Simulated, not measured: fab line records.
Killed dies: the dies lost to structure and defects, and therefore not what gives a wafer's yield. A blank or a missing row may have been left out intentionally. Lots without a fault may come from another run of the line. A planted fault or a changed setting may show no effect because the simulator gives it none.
Problem report in the 8D (eight disciplines) form, filled by code ; flow berkeley cmos170 ; the parts of the form that need people (team, actions taken, sign-off) are left out

1. THE ISSUE
Mean of cd nm at UCB170_PSD_CD_MEAS_06: 1190.1 nm across 6 wafers in 2 lots; on wafers with no fault it is 1199.8 nm (standard deviation 1.3). Relative to the usual mean, that is a shift of -7.5 standard deviations.
The step: target cd 1200 nm.
First observed at day 11 15:19: wafer L616.4, on cd sem-01. The record has a number at this step for 42 wafers belonging to 14 lots. The rule behind "out" and "out of limits": a value lying over 4 standard deviations away from the usual mean. All remaining wafers that have a number are taken as sound.

2. WHAT IT IS AND WHAT IT IS NOT
question;is;is not
which readings at this step;cd nm;-
which lots;L614, L616;L598, L599, L600, L601, L602, L603, L605, L607, L617, L618, L619, L620
which wafers of those lots;all that have a number;-
read on which gauges;cd sem-01;cd sem-02
when;from day 11 15:19;"up to then (24 sound wafers); but 12 sound wafers of L617, L618, L619, L620 came after"

3. SUSPECTS, AND WHAT RULES EACH OUT
Counting: a tool at any process step up to the reading remains a suspect when it ran all the lots that are out and ran no sound lot after the first of those.
- the gauge at UCB170_PSD_CD_MEAS_06 has been ruled out. All the wafers that are out were read on cd sem-01, but those of them that UCB170_PSD_PEB_04 has rows for are out there too, on other tools.
- litho track-01 at UCB170_PSD_PEB_04: kept. All lots that are out passed through it, beginning with L616 at day 11 15:03, and no sound lot followed; its final sound lot before that point was L603 at day 8 21:55. Out on those wafers are its own readings of heater power total W, plate temp C.
Left after counting: litho track-01 at UCB170_PSD_PEB_04.

4. THE CAUSE (what the simulator had put in)
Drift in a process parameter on litho track-01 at UCB170_PSD_PEB_04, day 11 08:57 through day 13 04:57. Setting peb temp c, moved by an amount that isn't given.
Only this tool survived the counting.

5. SEQUENCE OF EFFECTS, ordered by route
Rows list readings where the struck wafers' mean (over those with a number) sits beyond 3 standard deviations from the usual. Scope: only readings with a usual standard deviation given in the record; hours: median across lots of the time from each lot's start at the first step in this table that gives one to its start at this step; sigmas: change in usual standard deviations.
hours;step;reading;usual;on struck wafers;change;sigmas
0;UCB170_PSD_PEB_04;heater power total W;56.79 W;56.00;-0.79;-18
0;UCB170_PSD_PEB_04;plate temp C;130.01 C;128.71;-1.30;-10
0;UCB170_PSD_CD_MEAS_06;cd nm;1199.8 nm;1190.1;-9.7;-7.5
Process steps it contains:
- UCB170_PSD_PEB_04
Later steps that measure or inspect, where all struck wafers having a row at the step show a number for every such reading and not one has moved that far: UCB170_NSD_CD_MEAS_06, UCB170_NSD_TW_MEAS_10.

6. WHAT WOULD HAVE CAUGHT IT SOONER
6 hours passed between the start of the fault at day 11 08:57 and the first reading out of limits at a measuring or inspecting step in this record, taken at day 11 15:19.
The tool's own readings at UCB170_PSD_PEB_04 were out on every struck wafer that the step has a row for (heater power total W, plate temp C): an alarm limit on them would have fired on the first of those.
By day 11 15:19, every lot that is out (2) had started UCB170_PSD_PEB_04 on litho track-01. Tool hold at that time: it would have spared none of them.
